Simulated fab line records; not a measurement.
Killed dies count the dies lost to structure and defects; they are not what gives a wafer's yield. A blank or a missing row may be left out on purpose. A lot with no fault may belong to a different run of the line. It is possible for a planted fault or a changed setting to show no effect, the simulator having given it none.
Which of the tools did it? -- flow berkeley_cmos170 -- 21 wafers sampled from 7 lots at 1 step of a route of 331

WHAT THE GAUGES SHOWED, per wafer
UCB170_ACTIVE_CD_MEAS_90: target cd 1200 nm.
lot,measured,on,cd_nm (nm)
L947,day 4 11:20,cd_sem-02,1200.2 1200.5 1198.8
L950,day 5 05:59,cd_sem-02,1200.4 1200.3 1200.4
L955,day 6 16:05,cd_sem-02,1200.4 1199.6 1200.5
L956,day 6 16:23,cd_sem-01,1200.3 1201.4 1200.1
L960,day 7 16:19,cd_sem-02,1201.9 1202.4 1202.3
L967,day 8 17:55,cd_sem-01,1201.7 1199.8 1200.5
L966,day 8 18:40,cd_sem-01,1200.5 1200.3 1202.4

WHAT TOOL EACH LOT RAN ON (gives the tool, then ch and the chambers of the sampled wafers, and finally the start)
There is no process step in the record ahead of these readings.

THE ANSWER, worked out from the rows above alone
Rule: the lots themselves supply what counts as usual. Put in order of their means at a reading, lots are off if they are a third of the lots or fewer, leave a main group of 4 or more, and stand apart from it by a gap of 3 or more times the standard deviation of the main group's means; of several such gaps the widest counts. A main group whose means are all the same, to the digits that the tables above print for the reading, isn't used. A lot without any number at a reading at which 4 lots or more have one is off too. The other lots that the step has rows for count as sound.
No lot is off at any reading shown: from this, nothing can be told.

WHAT THE SIMULATOR HAD PUT IN
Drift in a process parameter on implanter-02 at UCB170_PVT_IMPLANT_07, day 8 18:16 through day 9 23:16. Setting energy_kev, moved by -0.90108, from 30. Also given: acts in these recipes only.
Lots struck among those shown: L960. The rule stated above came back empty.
